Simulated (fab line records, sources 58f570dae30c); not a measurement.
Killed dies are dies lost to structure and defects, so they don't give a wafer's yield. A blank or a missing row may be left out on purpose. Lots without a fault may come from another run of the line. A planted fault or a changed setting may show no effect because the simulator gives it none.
Which tool did it? | flow berkeley_cmos170 | 14 lots, 42 wafers sampled, at 4 steps of a route of 331

WHAT THE GAUGES READ, wafer by wafer
UCB170_NWELL_TW_MEAS_16. Usual: NWELL_TW 1254, standard deviation 6.2.
lot  | measured    | on            | NWELL_TW       | flag
L490 | day 2 03:04 | film_metro-02 | 1257 1254 1253 |
L491 | day 2 10:19 | film_metro-02 | 1255 1250 1253 |
L492 | day 2 21:41 | film_metro-01 | 1242 1239 1248 |
L493 | day 3 04:52 | film_metro-01 | 1254 1245 1247 |
L495 | day 3 11:10 | film_metro-01 | 1254 1257 1247 |
L494 | day 3 11:12 | film_metro-02 | 1262 1264 1262 |
L499 | day 4 08:56 | film_metro-01 | 432 421 415    | OFF
L503 | day 5 05:49 | film_metro-01 | 1252 1255 1254 |
L504 | day 5 08:01 | film_metro-01 | 408 418 409    | OFF
L505 | day 5 08:17 | film_metro-03 | 393 382 398    | OFF
L507 | day 6 02:21 | film_metro-03 | 1259 1255 1259 |
L509 | day 6 05:28 | film_metro-03 | 1248 1264 1255 |
L511 | day 6 21:23 | film_metro-01 | 1245 1252 1254 |
L513 | day 7 00:35 | film_metro-01 | 1258 1256 1257 |

UCB170_PWELL_TW_MEAS_17. Usual: PWELL_TW 382.2, standard deviation 2.4.
lot  | measured    | on            | PWELL_TW          | flag
L490 | day 2 21:53 | film_metro-03 | 382.1 384.3 382.7 |
L491 | day 3 05:35 | film_metro-04 | 384.7 383.9 384.1 |
L492 | day 3 17:46 | film_metro-04 | 383.7 382.8 384.3 |
L493 | day 3 23:44 | film_metro-03 | 379.5 382.0 382.1 |
L495 | day 4 04:40 | film_metro-01 | 382.1 379.9 379.2 |
L494 | day 4 04:26 | film_metro-03 | 381.1 380.4 381.5 |
L503 | day 6 02:25 | film_metro-04 | 384.0 383.9 385.0 |
L507 | day 6 19:07 | film_metro-01 | 381.7 379.1 380.5 |
L509 | day 6 22:25 | film_metro-01 | 381.0 380.1 378.5 |
L511 | day 7 17:14 | film_metro-03 | 380.8 380.3 380.7 |
L513 | day 7 20:11 | film_metro-04 | 383.6 385.0 383.4 |

UCB170_WELLDRIVE_THK_MEAS_02. Usual: WELLDRIVE_OXIDE_THK 201 nm, standard deviation 4.2.
lot  | measured    | on            | WELLDRIVE_OXIDE_THK (nm) | flag
L490 | day 3 08:56 | film_metro-04 | 202 200 205              |
L491 | day 3 17:47 | film_metro-01 | 210 210 207              |
L492 | day 4 06:08 | film_metro-02 | 203 201 201              |
L493 | day 4 10:43 | film_metro-04 | 202 202 205              |
L495 | day 4 16:31 | film_metro-04 | 197 201 204              |
L494 | day 4 16:31 | film_metro-01 | 202 198 198              |
L503 | day 6 11:52 | film_metro-04 | 201 203 201              |
L507 | day 7 10:44 | film_metro-04 | 199 201 199              |
L509 | day 7 10:44 | film_metro-01 | 207 205 207              |
L511 | day 8 04:40 | film_metro-01 | 204 207 207              |
L513 | day 8 09:51 | film_metro-01 | 200 200 200              |

WHICH TOOL RAN EACH LOT (tool, then ch and the chambers of the sampled wafers, then the start)
lot  | UCB170_NWELL_DEVELOP_11
L490 | litho_track-04 ch 0, day 2 02:00
L491 | litho_track-03 ch 0, day 2 09:00
L492 | litho_track-03 ch 0, day 2 21:00
L493 | litho_track-04 ch 0, day 3 04:00
L495 | litho_track-04 ch 0, day 3 10:00
L494 | litho_track-01 ch 0, day 3 10:00
L499 | litho_track-01 ch 0, day 4 08:00
L503 | litho_track-04 ch 0, day 5 05:00
L504 | litho_track-01 ch 0, day 5 07:00
L505 | litho_track-01 ch 0, day 5 07:00
L507 | litho_track-03 ch 0, day 6 01:00
L509 | litho_track-04 ch 0, day 6 04:00
L511 | litho_track-04 ch 0, day 6 20:00
L513 | litho_track-04 ch 0, day 7 00:00
- UCB170_NWELL_DEVELOP_11: develop time 45 s.

WHAT THE TOOLS THEMSELVES READ (means of the sampled wafers that have a number; where no wafer has one, the mark that the record gives instead)
UCB170_NWELL_DEVELOP_11. Usual: chill_plate_temp_C 23.01 C, standard deviation 0.11; developer_temp_C 21.00 C, standard deviation 0.11.
lot  | tool           | chill_plate_temp_C (C) | developer_temp_C (C) | flag
L490 | litho_track-04 | 23.20                  | 21.12                |
L491 | litho_track-03 | 22.92                  | 20.91                |
L492 | litho_track-03 | 23.14                  | 20.89                |
L493 | litho_track-04 | 23.07                  | 20.98                |
L495 | litho_track-04 | 23.01                  | 20.89                |
L494 | litho_track-01 | 22.94                  | 20.96                |
L499 | litho_track-01 | 22.84                  | 21.06                |
L503 | litho_track-04 | 22.99                  | 21.03                |
L504 | litho_track-01 | 23.04                  | 20.86                |
L505 | litho_track-01 | 23.07                  | 20.99                |
L507 | litho_track-03 | 22.89                  | 21.05                |
L509 | litho_track-04 | 22.86                  | 21.07                |
L511 | litho_track-04 | 23.10                  | 21.12                |
L513 | litho_track-04 | 22.94                  | 21.02                |

THE ANSWER, worked out from the rows above alone
Rule: a lot is off if the mean of its wafers that have a number lies more than 3 standard deviations from the usual mean. A lot without any number at a reading at which 4 lots or more have one is off too. The other lots that the step has rows for count as sound. The gauges are gone through in route order, then the tools' own readings, and for those a lot's mean is taken as printed above. The first step at which some lot is off is used, and at that step the reading that is off furthest; a lot without a number counts as furthest.
Off: L499, L504, L505, at UCB170_NWELL_TW_MEAS_16 (NWELL_TW).
A tool fits if, at a process step before that reading, it ran every lot that is off, and no sound lot after the first of them. The gauges at UCB170_NWELL_TW_MEAS_16 are tried like those tools. One fits: litho_track-01 at UCB170_NWELL_DEVELOP_11. Its last sound lot is L494 (day 3 10:00), its first lot that is off L499 (day 4 08:00): a fault that began between those two fits.

WHAT THE SIMULATOR HAD PUT IN
Process parameter drift: litho_track-01, from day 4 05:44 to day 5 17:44, at UCB170_NWELL_DEVELOP_11. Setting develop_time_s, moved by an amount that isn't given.
Lots struck among those shown: L499, L504, L505. The rule above found the same.
